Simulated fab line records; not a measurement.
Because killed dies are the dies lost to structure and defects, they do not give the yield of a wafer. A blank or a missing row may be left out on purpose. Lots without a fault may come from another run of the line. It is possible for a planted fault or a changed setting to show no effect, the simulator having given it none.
A single fault, viewed from 2 desks | flow berkeley-cmos170 | each desk has only its own numbers; what lay behind them comes last

== FROM THE METROLOGY DESK ==
Lot by lot, what the gauges showed, no matter which tool ran the lot: averages of those sampled wafers that carry a number. If a lot's mean is further than 4 standard deviations from the usual mean, the lot is out of limits and carries the mark OUT (the distance appears in the brackets).
Columns: A = NSD_OVL at UCB170_NSD_OVL_MEAS_07, usual 2 nm; B = M2_AL_THK at UCB170_M2_THK_MEAS_03, usual 901 nm
lot  | first seen here | A  | B
L761 | day 8 16:31     | -2 | 897
L763 | day 9 05:17     | 7  | 896
L765 | day 9 14:41     | -3 | 884
L764 | day 9 14:55     | 0  | 906
L770 | day 10 08:49    | -5 | 909
L767 | day 10 09:05    | -2 | 889
L771 | day 10 09:20    | -1 | 915
L769 | day 10 09:25    | -4 | 892
L772 | day 10 22:56    | 0  | 917
L774 | day 11 12:11    | -6 | 897
L776 | day 11 12:54    | 10 | 897
L778 | day 11 12:58    | 1  | 908
L780 | day 11 23:10    | -0 | 894
L784 | day 12 22:28    | 13 | 889
L783 | day 12 23:23    | 5  | 915
This desk's verdict: no lot among the 15 shows anything out of limits.

== FOR THE TOOL OWNER'S DESK: rie-metal-02 ==
The tool's own readings at UCB170_M3_METAL_ETCH_18 (etches Al in Cl2/BCl3, stops on SiO2, target depth 1170 nm, time 195 s): means of the sampled wafers that have a number, for each lot that ran on this tool. If a lot's mean is further than 4 standard deviations from the usual mean, the lot is out of limits and carries the mark OUT (the distance appears in the brackets).
Columns: A = chamber-pressure-mTorr at UCB170_M3_METAL_ETCH_18, usual 12.001 mTorr; B = drypump-motor-current-A at UCB170_M3_METAL_ETCH_18, usual 5.6 A; C = oes-product-au at UCB170_M3_METAL_ETCH_18, usual 0.848 a.u.; D = run-length-s at UCB170_M3_METAL_ETCH_18, usual 223.4 s; E = throttle-valve-pct at UCB170_M3_METAL_ETCH_18, usual 24.48 %
lot  | first seen here | A      | B   | C     | D                | E
L761 | day 9 16:40     | 12.002 | 5.6 | 0.847 | 223.3            | 24.55
L764 | day 10 18:59    | 12.004 | 5.6 | 0.854 | 226.2            | 24.55
L771 | day 11 16:02    | 12.007 | 5.3 | 0.848 | 222.9            | 24.46
L772 | day 12 01:35    | 11.989 | 5.7 | 0.862 | 220.3 (-4.0) OUT | 24.47
L776 | day 12 13:19    | 11.998 | 5.6 | 0.865 | 220.2 (-4.1) OUT | 24.47
L778 | day 12 16:48    | 12.006 | 5.6 | 0.870 | 220.4            | 24.46
This desk's verdict: out of limits on L772, L776, starting with L772 at day 12 01:35 (run-length-s at UCB170_M3_METAL_ETCH_18). In limits: L761, L764, L771, L778.

== PUT TOGETHER ==
At day 12 01:35, on L772, L776, the tool owner's desk was in a position to raise an alarm.
The metrology desk saw nothing out of limits.
The metrology desk holds a record of L772, L776, inside its limits.
The lots listed all ran UCB170_M3_METAL_ETCH_18 on rie-metal-02.

== WHAT THE SIMULATOR HAD INSERTED ==
rie-metal-02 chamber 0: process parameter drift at UCB170_M3_METAL_ETCH_18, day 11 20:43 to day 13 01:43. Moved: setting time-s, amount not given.
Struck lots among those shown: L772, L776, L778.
Delay in hours, fault start to first out-of-limits reading, by desk: the tool owner's desk at 5.
